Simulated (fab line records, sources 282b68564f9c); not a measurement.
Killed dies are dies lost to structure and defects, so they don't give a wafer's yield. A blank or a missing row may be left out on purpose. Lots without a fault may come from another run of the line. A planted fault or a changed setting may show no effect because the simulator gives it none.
fab line records | flow rit_cmos
record lots=14 wafers=42 last_day=7
route steps=202 shown ACTIVE@4 FOX2@24 NRETRO@62 M1@184
lots that met no fault: from a run of the same line without faults
start_h: hours from the record's first day to the start of the lot's first wafer shown | wait_h: hours since the lot's step before | " the same as in the row above | L1.1+2: a row that stands for several wafers | - no value, or no start given | * or withheld: withheld | < > ~ a bound
route shown NAME@n: a module of which the file shows steps, and the number in the route of the first | usual: mean/standard deviation of fault-free wafers | same: alike in all rows | chamber/n: place in a boat | sites: the reading at each site | _std_site: their standard deviation | _edge_site: outer sites' mean less inner sites' | radius_mm: how far each site lies from the wafer's centre | mask NAME#n: copy n | behind: the tool/chamber that last shaped the wafer | hold: why the lot was held/for how many hours/how that ended | device: the transistor (n, p or np) that didn't switch | end of line: the same wafers' tests at the end of the route | a step without rows: its recipe alone | killed: dies lost to structure and defects at the first sort, not the wafer's yield | map: a wafer's dies, x killed, . not, _ none there
set.NAME: the setting as run; set.NAME@STEP: as run at that earlier step | model.NAME: the simulator's own value behind a step, which no gauge read
steps of the route over a sample of lots; a table a step, a row a wafer
services: from which hour (start_h, from the record's first day; less than 0 if before it) a tool's chamber was out of use, for how many hours, and why
## steps
# step RIT_ACTIVE_CVD_03
# recipe material=Si3N4 target_thk_nm=150 temp_c=810 precursor=SiH2Cl2/NH3 time_s=1500 pressure_mtorr=300 sih2cl2_flow_sccm=60 nh3_flow_sccm=150
# usual susceptor_temp_C=810.1/0.39 zone_power_centre_pct=39.0/1.5
# columns lot.wafer tool chamber start_h wait_h susceptor_temp_C zone_power_centre_pct
L255.2 lpcvd-02 0 12.11 0.0 810.2 39.9
L255.5 " 0 " " 810.4 40.6
L255.6 " 0 " " 810.5 40.3
L256.3 lpcvd-01 1 18.60 0.0 809.3 39.6
L256.4 " 1 " " 809.4 39.7
L256.6 " 1 " " 809.7 40.3
L257.1 lpcvd-02 1 22.74 0.1 810.5 37.6
L257.3 " 1 " " 810.2 38.0
L257.6 " 1 " " 810.3 37.8
L258.3 lpcvd-02 1 27.51 0.0 810.3 37.8
L258.4 " 1 " " 810.2 37.2
L258.5 " 1 " " 810.5 38.3
L262.3 lpcvd-02 0 47.11 0.0 809.5 40.6
L262.5 " 0 " " 809.2 41.0
L262.6 " 0 " " 809.6 40.5
L265.3 lpcvd-01 1 62.89 0.2 809.6 39.8
L265.5 " 1 " " 810.0 39.5
L265.6 " 1 " " 809.5 40.4
L266.3 lpcvd-01 0 67.23 0.0 810.2 37.6
L266.4 " 0 " " 810.0 37.3
L266.5 " 0 " " 810.1 37.2
L269.2 lpcvd-02 1 82.64 0.3 809.7 37.6
L269.3 " 1 " " 810.2 38.1
L269.6 " 1 " " 810.0 37.7
L270.3 lpcvd-02 1 87.53 0.0 809.8 37.9
L270.4 " 1 " " 810.3 38.0
L270.5 " 1 " " 809.8 37.9
L272.3 lpcvd-02 1 97.84 0.0 809.8 37.3
L272.4 " 1 " " 809.3 38.1
L272.5 " 1 " " 809.8 37.8
L273.2 lpcvd-02 0 102.16 0.0 810.2 40.4
L273.3 " 0 " " 810.1 40.8
L273.6 " 0 " " 810.3 41.1
L274.1 lpcvd-02 0 109.03 0.1 810.4 40.4
L274.4 " 0 " " 810.1 40.4
L274.5 " 0 " " 810.3 40.7
L275.3 lpcvd-02 0 112.36 0.3 810.2 40.3
L275.5 " 0 " " 810.3 41.2
L275.6 " 0 " " 810.6 40.6
L277.1 lpcvd-02 0 122.11 0.1 810.0 40.0
L277.2 " 0 " " 810.1 40.6
L277.6 " 0 " " 810.1 40.6
# step RIT_ACTIVE_THK_MEAS_04
# recipe reads=Si3N4_of_ACTIVE_CVD_03
# usual ACTIVE_NITRIDE_THK=149.3/1.6
# columns lot.wafer tool chamber start_h wait_h ACTIVE_NITRIDE_THK[nm]
L255.2 film_metro-03 - 13.54 0.0 151.4
L255.5 " - " " 152.3
L255.6 " - " " 152.2
L256.3 film_metro-03 - 20.04 0.0 151.0
L256.4 " - " " 150.9
L256.6 " - " " 151.1
L257.1 film_metro-03 - 24.16 0.0 147.6
L257.3 " - " " 148.0
L257.6 " - " " 147.5
L258.3 film_metro-01 - 28.95 0.0 148.9
L258.4 " - " " 148.6
L258.5 " - " " 149.1
L262.3 film_metro-02 - 48.55 0.0 147.0
L262.5 " - " " 147.1
L262.6 " - " " 148.8
L265.3 film_metro-03 - 64.33 0.0 143.5
L265.5 " - " " 144.4
L265.6 " - " " 144.6
L266.3 film_metro-03 - 68.66 0.0 143.7
L266.4 " - " " 143.3
L266.5 " - " " 143.0
L269.2 film_metro-03 - 84.07 0.0 150.0
L269.3 " - " " 149.1
L269.6 " - " " 148.0
L270.3 film_metro-01 - 88.97 0.0 147.5
L270.4 " - " " 148.7
L270.5 " - " " 148.5
L272.3 film_metro-02 - 99.27 0.0 147.8
L272.4 " - " " 147.6
L272.5 " - " " 146.0
L273.2 film_metro-03 - 103.59 0.0 147.7
L273.3 " - " " 148.3
L273.6 " - " " 147.6
L274.1 film_metro-01 - 110.45 0.0 147.1
L274.4 " - " " 147.4
L274.5 " - " " 147.4
L275.3 film_metro-03 - 113.80 0.0 147.7
L275.5 " - " " 148.2
L275.6 " - " " 148.5
L277.1 film_metro-01 - 124.24 0.0 150.2
L277.2 " - " " 150.2
L277.6 " - " " 149.4
# step RIT_FOX2_THK_MEAS_01
# recipe reads=SiO2_of_FOX2_OXIDATION_00
# usual FOX2_OXIDE_THK=352/6.2
# columns lot.wafer tool chamber start_h wait_h FOX2_OXIDE_THK[nm]
L255.2 film_metro-03 - 20.51 0.0 357
L255.5 " - " " 356
L255.6 " - " " 361
L256.3 film_metro-04 - 25.54 0.0 349
L256.4 " - " " 350
L256.6 " - " " 346
L257.1 film_metro-01 - 31.32 0.0 358
L257.3 " - " " 363
L257.6 " - " " 360
L258.3 film_metro-04 - 34.39 0.0 347
L258.4 " - " " 349
L258.5 " - " " 351
L262.3 film_metro-04 - 54.61 0.0 342
L262.5 " - " " 347
L262.6 " - " " 349
L265.3 film_metro-04 - 70.87 0.0 359
L265.5 " - " " 360
L265.6 " - " " 358
L269.2 film_metro-04 - 90.30 0.0 355
L269.3 " - " " 344
L269.6 " - " " 355
L270.3 film_metro-03 - 95.96 0.0 366
L270.4 " - " " 363
L270.5 " - " " 363
L272.3 film_metro-01 - 106.45 0.0 348
L272.4 " - " " 349
L272.5 " - " " 348
L273.2 film_metro-03 - 111.79 0.0 346
L273.3 " - " " 346
L273.6 " - " " 349
L274.1 film_metro-04 - 116.43 0.0 350
L274.4 " - " " 346
L274.5 " - " " 348
L275.3 film_metro-01 - 119.26 0.0 350
L275.5 " - " " 346
L275.6 " - " " 352
L277.1 film_metro-01 - 130.06 0.0 364
L277.2 " - " " 357
L277.6 " - " " 361
# step RIT_NRETRO_STRIP_09
# recipe chemistry=O2 time_s=180 resist=NOVOLAK platen_temp_c=withheld power_w=500 pressure_mtorr=4000 o2_flow_sccm=4000
# usual chamber_pressure_mTorr=4000/3.6 drypump_motor_current_A=5.94/0.24
# columns lot.wafer tool chamber start_h wait_h chamber_pressure_mTorr drypump_motor_current_A rf_hours_counter_h
L255.2 plasma_asher-01 0 31.44 0.1 3998 6.21 39
L255.5 " 1 " " 4000 5.54 -
L255.6 " 0 " " 3997 6.21 -
L256.3 plasma_asher-03 0 37.65 0.1 4009 6.03 -
L256.4 " 1 " " 4000 5.79 -
L256.6 " 0 " " 4006 6.04 -
L257.1 plasma_asher-01 1 43.07 0.1 4004 5.55 41
L257.3 " 0 " " 4003 6.21 -
L257.6 " 0 " " 3996 6.21 -
L258.3 plasma_asher-03 1 45.28 0.1 4002 5.80 -
L258.4 " 0 " " 4011 6.05 -
L258.5 " 1 " " 4002 5.79 -
L262.3 plasma_asher-03 1 65.85 0.1 4005 5.83 -
L262.5 " 1 " " 3998 5.84 -
L262.6 " 0 " " 4000 6.08 -
L265.3 plasma_asher-01 1 83.43 0.1 3997 5.56 -
L265.5 " 0 " " 4004 6.24 -
L265.6 " 1 " " 3997 5.53 -
L269.2 plasma_asher-02 0 101.59 0.1 3999 5.84 46
L269.3 " 0 " " 4003 5.88 -
L269.6 " 0 " " 3996 5.85 -
L270.3 plasma_asher-01 0 106.86 0.1 4005 6.23 -
L270.4 " 1 " " 4001 5.55 -
L270.5 " 0 " " 4002 6.23 -
L272.3 plasma_asher-01 1 117.36 0.1 4000 5.54 -
L272.4 " 0 " " 4002 6.26 -
L272.5 " 0 " " 4002 6.23 -
L273.2 plasma_asher-02 0 124.51 0.1 3999 5.82 48
L273.3 " 1 " " 4002 6.18 -
L273.6 " 0 " " 4003 5.81 -
L274.1 plasma_asher-01 0 128.82 0.1 3995 6.22 50
L274.4 " 0 " " 3995 6.21 -
L274.5 " 1 " " 4002 5.53 -
L275.3 plasma_asher-01 0 130.36 0.1 4001 6.24 -
L275.5 " 0 " " 3999 6.24 -
L275.6 " 1 " " 4003 5.55 -
L277.1 plasma_asher-02 1 142.22 0.1 3996 6.18 50
L277.2 " 0 " " 4003 5.85 50
L277.6 " 1 " " 3998 6.14 -
# step RIT_M1_SPUTTER_00
# recipe material=Al target_thk_nm=400 power_w=2000 chamber_pressure_pa=0.4 gas=Ar time_s=500 substrate_temp_c=25
# usual throttle_valve_pct=30.4/0.85
# columns lot.wafer tool chamber start_h wait_h throttle_valve_pct
L255.2 pvd_sputter-02 - 55.24 0.0 29.7
L255.5 " - " " 31.7
L255.6 " - " " 30.5
L256.3 pvd_sputter-04 - 62.13 0.0 29.6
L256.4 " - " " 31.0
L256.6 " - " " 29.8
L257.1 pvd_sputter-02 - 67.93 0.0 29.4
L257.3 " - " " 31.4
L257.6 " - " " 30.9
L258.3 pvd_sputter-04 - 69.90 0.0 29.3
L258.4 " - " " 30.8
L258.5 " - " " 29.3
L262.3 pvd_sputter-02 - 92.15 0.0 30.8
L262.5 " - " " 31.6
L262.6 " - " " 29.6
L265.3 pvd_sputter-04 - 108.15 0.0 29.5
L265.5 " - " " 29.4
L265.6 " - " " 29.8
L269.2 pvd_sputter-03 - 128.71 0.0 30.2
L269.3 " - " " 32.1
L269.6 " - " " 30.0
L270.3 pvd_sputter-02 - 130.49 0.0 31.5
L270.4 " - " " 30.9
L270.5 " - " " 31.8
L272.3 pvd_sputter-02 - 143.13 0.0 29.4
L272.4 " - " " 31.4
L272.5 " - " " 30.3
L273.2 pvd_sputter-04 - 148.63 0.0 31.1
L273.3 " - " " 29.4
L273.6 " - " " 29.5
L274.1 pvd_sputter-02 - 152.97 0.0 31.0
L274.4 " - " " 29.3
L274.5 " - " " 30.5
L275.3 pvd_sputter-04 - 155.65 0.0 29.6
L275.5 " - " " 29.4
L275.6 " - " " 29.5
L277.1 pvd_sputter-03 - 167.98 0.0 30.9
L277.2 " - " " 30.1
L277.6 " - " " 29.3
# step RIT_M1_PROBE_99
# usual killed_at_contacts=0.0/0.2 killed_at_front_end=7.2/2.5 killed_dies=7.3/2.5 killed_open=3.8/1.9 killed_short=3.5/1.8
# same gross_dies=264 killed_at_M0_to_M3=0 killed_at_M4_up=0 killed_at_back_side=0 killed_at_other=0
# columns lot.wafer tool chamber start_h wait_h killed_at_contacts killed_at_front_end killed_dies killed_open killed_short
L262.3 prober-02 - 96.28 0.2 0 11 11 8 3
L262.5 prober-02 - 96.38 0.2 0 8 8 4 3
L262.6 prober-02 - 96.43 0.2 0 4 4 3 0
L265.3 prober-01 - 112.27 0.2 0 5 5 3 2
L265.5 prober-01 - 112.37 0.2 0 4 4 1 3
L265.6 prober-01 - 112.42 0.2 0 9 9 5 4
L269.2 prober-02 - 133.01 0.1 0 9 9 3 6
L269.3 prober-02 - 133.06 0.2 0 5 5 4 1
L269.6 prober-02 - 133.21 0.2 0 7 7 1 6
L272.3 prober-01 - 147.25 0.2 0 7 7 3 4
L272.4 prober-01 - 147.30 0.2 0 4 4 2 2
L272.5 prober-01 - 147.35 0.2 0 10 10 4 6
L274.1 prober-01 - 157.11 0.1 0 9 9 5 4
L274.4 prober-01 - 157.26 0.2 0 5 5 1 4
L274.5 prober-01 - 157.31 0.2 0 8 8 6 2
# killed by level:class
L262.3 GATE:geometric_particle:open=5 FOX1:geometric_particle:open=2 FOX1:geometric_particle:short=1 GATE:geometric_particle:short=1 SILICIDE:geometric_particle:short=1 SILICIDE:geometric_particle:open=1
L262.5 GATE:geometric_particle:open=2 SILICIDE:geometric_particle:short=2 FOX1:geometric_particle:short=1 FOX1:geometric_particle:open=1 SILICIDE:geometric_particle:open=1 GATE:coat_microbubble_printed=1
L262.6 GATE:geometric_particle:open=2 FOX1:geometric_particle:open=1 GATE:coat_microbubble_printed=1
L265.3 GATE:geometric_particle:short=2 SPACER:geometric_particle:open=2 GATE:geometric_particle:open=1
L265.5 FOX1:geometric_particle:short=1 FOX1:geometric_particle:open=1 FOX2:geometric_particle:short=1 GATE:geometric_particle:short=1
L265.6 SILICIDE:geometric_particle:open=5 GATE:geometric_particle:short=3 SILICIDE:geometric_particle:short=1
L269.2 GATE:geometric_particle:short=3 FOX1:geometric_particle:short=1 FOX1:geometric_particle:open=1 FOX2:geometric_particle:short=1 GATE:geometric_particle:open=1 REOX:geometric_particle:short=1 SPACER:geometric_particle:open=1
L269.3 GATE:geometric_particle:open=2 REOX:geometric_particle:open=1 REOX:geometric_particle:short=1 SPACER:geometric_particle:open=1
L269.6 REOX:geometric_particle:short=2 SILICIDE:geometric_particle:short=2 GATE:geometric_particle:short=1 GATE:geometric_particle:open=1 SPACER:geometric_particle:short=1
L272.3 FOX1:geometric_particle:short=2 FOX1:geometric_particle:open=1 GATE:geometric_particle:open=1 GATE:geometric_particle:short=1 REOX:geometric_particle:short=1 SILICIDE:geometric_particle:open=1
L272.4 FOX1:geometric_particle:short=1 GATE:geometric_particle:open=1 REOX:geometric_particle:short=1 SILICIDE:geometric_particle:open=1
L272.5 GATE:geometric_particle:short=4 FOX1:geometric_particle:short=2 FOX1:geometric_particle:open=1 GATE:geometric_particle:open=1 REOX:geometric_particle:open=1 SILICIDE:geometric_particle:open=1
L274.1 GATE:geometric_particle:open=3 REOX:geometric_particle:short=2 SILICIDE:geometric_particle:open=2 GATE:geometric_particle:short=1 SPACER:geometric_particle:short=1
L274.4 FOX2:geometric_particle:short=2 FOX1:geometric_particle:open=1 FOX1:geometric_particle:short=1 SPACER:geometric_particle:short=1
L274.5 REOX:geometric_particle:open=2 SILICIDE:geometric_particle:short=2 SILICIDE:geometric_particle:open=2 FOX1:geometric_particle:open=1 GATE:geometric_particle:open=1
## services
# columns tool chamber start_h hours kind
plasma_asher-03 - 24.30 2.2 repair
pvd_sputter-02 - 24.67 17.7 repair
pvd_sputter-03 - 47.64 9.1 repair
lpcvd-02 - 63.51 6.1 pm
plasma_asher-02 - 79.75 1.5 repair
plasma_asher-03 - 80.05 2.8 pm
plasma_asher-01 - 86.60 2.0 repair
pvd_sputter-03 - 163.70 2.1 repair
## key
first_sign step=RIT_ACTIVE_THK_MEAS_04 reading=ACTIVE_NITRIDE_THK direction=down sigmas=3.5 usual=149.3 struck=143.8
effect none on later readings
met_at RIT_ACTIVE_CVD_03
struck_lots L265,L266
rows_end L266.3,L266.4,L266.5
tester_left_out L265
not_acting_at RIT_FOX2_THK_MEAS_01,RIT_NRETRO_STRIP_09,RIT_M1_SPUTTER_00
onset_between 18.60 62.89
fault kind=process_parameter_drift tool=lpcvd-01 chamber=- onset_h=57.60 steps=RIT_ACTIVE_CVD_03 channel=target_thk_nm offset=-3.7965 shape=step end_h=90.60 acts_in=these_recipes_only stated=150
# tester_left_out: of these lots the tester's yield and bins aren't shown, on N5 and GAA mostly nor the transistor test; their killed dies are dies lost to structure and defects alone, not to doping, threshold or leakage, so they don't give the yield
# rows_end: these wafers met a further fault down the route, and their rows from its step on are left out
